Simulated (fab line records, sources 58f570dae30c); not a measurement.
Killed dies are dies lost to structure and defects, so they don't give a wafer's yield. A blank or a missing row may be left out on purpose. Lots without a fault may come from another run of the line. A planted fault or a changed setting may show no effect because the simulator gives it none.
Split-lot experiment | flow berkeley_cmos170 | 5 lots, 23 wafers read, on a route of 331 steps

THE SPLIT
At UCB170_V2_ETCH_14 (etches SiO2 in CHF3/CF4/Ar, stops on Al, target depth 1250 nm, time 291 s), the setting time_s was moved away from the recipe's 291 s on 8 of the 23 wafers read, by -5.2% to +14.4%. The other wafers ran this setting at the recipe's value.

The reading is taken at the split's own step.

THE READING
KrF_of_V2_COAT_07.thk_nm (the simulator's own value, which no gauge read), in nm, at UCB170_V2_ETCH_14 (etches SiO2 in CHF3/CF4/Ar, stops on Al, target depth 1250 nm, time 291 s). The file gives no usual value for it. The 15 wafers here that ran the recipe average 605.5 nm, standard deviation 6.7 nm.

wafer  | tool, chamber at the split | time_s as run, s | against the recipe | KrF_of_V2_COAT_07.thk_nm, nm | against lot-mates on the recipe
L075.1 | rie_diel-01, 1             | 291              | recipe             | 616.4                        | -
L075.2 | rie_diel-01, 0             | 291              | recipe             | 612.2                        | -
L075.3 | rie_diel-01, 2             | 291              | recipe             | 608.6                        | -
L075.4 | rie_diel-01, 3             | 316.2            | +8.7%              | 577.4                        | -35.0
L075.6 | rie_diel-01, 3             | 316.2            | +8.7%              | 579.4                        | -33.0
L076.2 | rie_diel-03, 2             | 291              | recipe             | 612.7                        | -
L076.3 | rie_diel-03, 0             | 291              | recipe             | 600.8                        | -
L076.5 | rie_diel-03, 0             | 291              | recipe             | 601.2                        | -
L082.1 | rie_diel-03, 2             | 332.9            | +14.4%             | 568.5                        | -27.5
L082.2 | rie_diel-03, 1             | 332.9            | +14.4%             | 557.6                        | -38.4
L082.4 | rie_diel-03, 0             | 291              | recipe             | 593.5                        | -
L082.5 | rie_diel-03, 1             | 291              | recipe             | 598.5                        | -
L082.6 | rie_diel-03, 0             | 332.9            | +14.4%             | 553.8                        | -42.2
L081.1 | rie_diel-01, 3             | 291              | recipe             | 600.7                        | -
L081.2 | rie_diel-01, 2             | 291              | recipe             | 602.4                        | -
L081.3 | rie_diel-01, 1             | 291              | recipe             | 617                          | -
L081.5 | rie_diel-01, 3             | 291              | recipe             | 602.1                        | -
L081.6 | rie_diel-01, 2             | 291              | recipe             | 605.6                        | -
L085.1 | rie_diel-03, 1             | 275.8            | -5.2%              | 614.4                        | +8.8
L085.2 | rie_diel-03, 0             | 291              | recipe             | 601.3                        | -
L085.3 | rie_diel-03, 2             | 291              | recipe             | 610                          | -
L085.4 | rie_diel-03, 3             | 275.8            | -5.2%              | 625.5                        | +19.9
L085.6 | rie_diel-03, 0             | 275.8            | -5.2%              | 615                          | +9.4

THE FIT
A straight line over all 23 wafers: KrF_of_V2_COAT_07.thk_nm changes by -3.05 nm for each +1% of time_s; r = -0.94; the points scatter about the line by 6.5 nm.
The same after taking each lot's own level away (the mean of its wafers on the recipe; 23 wafers): -2.71 nm for each +1%; r = -0.94; scatter 6.1 nm.
On that fit, the largest move of time_s shifts the reading by 39 nm.
The lots' own levels span 596.00 to 612.40 nm, that is 2.4 times the standard deviation above.
So the lot-to-lot level changes the slope: the two fits differ.
Check: with one of the wafers moved furthest among these (+14.4%) left out of the fit, the line predicts -43.7 nm for it against its lot-mates. It came out at -27.5 nm against them.

THE WHOLE CHAIN: every reading that the file lists as answering this split, in the file's order
step               | what it does                                                              | reading                                                                   | change (the file's fit)              | r (the file's)
UCB170_V2_ETCH_14  | etches SiO2 in CHF3/CF4/Ar, stops on Al, target depth 1250 nm, time 291 s | KrF_of_V2_COAT_07.thk_nm (the simulator's own value, which no gauge read) | -2.84 nm for each +1% of the setting | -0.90
UCB170_V2_STRIP_15 | strips in O2                                                              | strip_time_to_endpoint_s                                                  | withheld for each +1% of the setting | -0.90

THE FILE'S OWN FIT
KrF_of_V2_COAT_07.thk_nm changes by -2.84 nm for each +1% of time_s, r = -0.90.
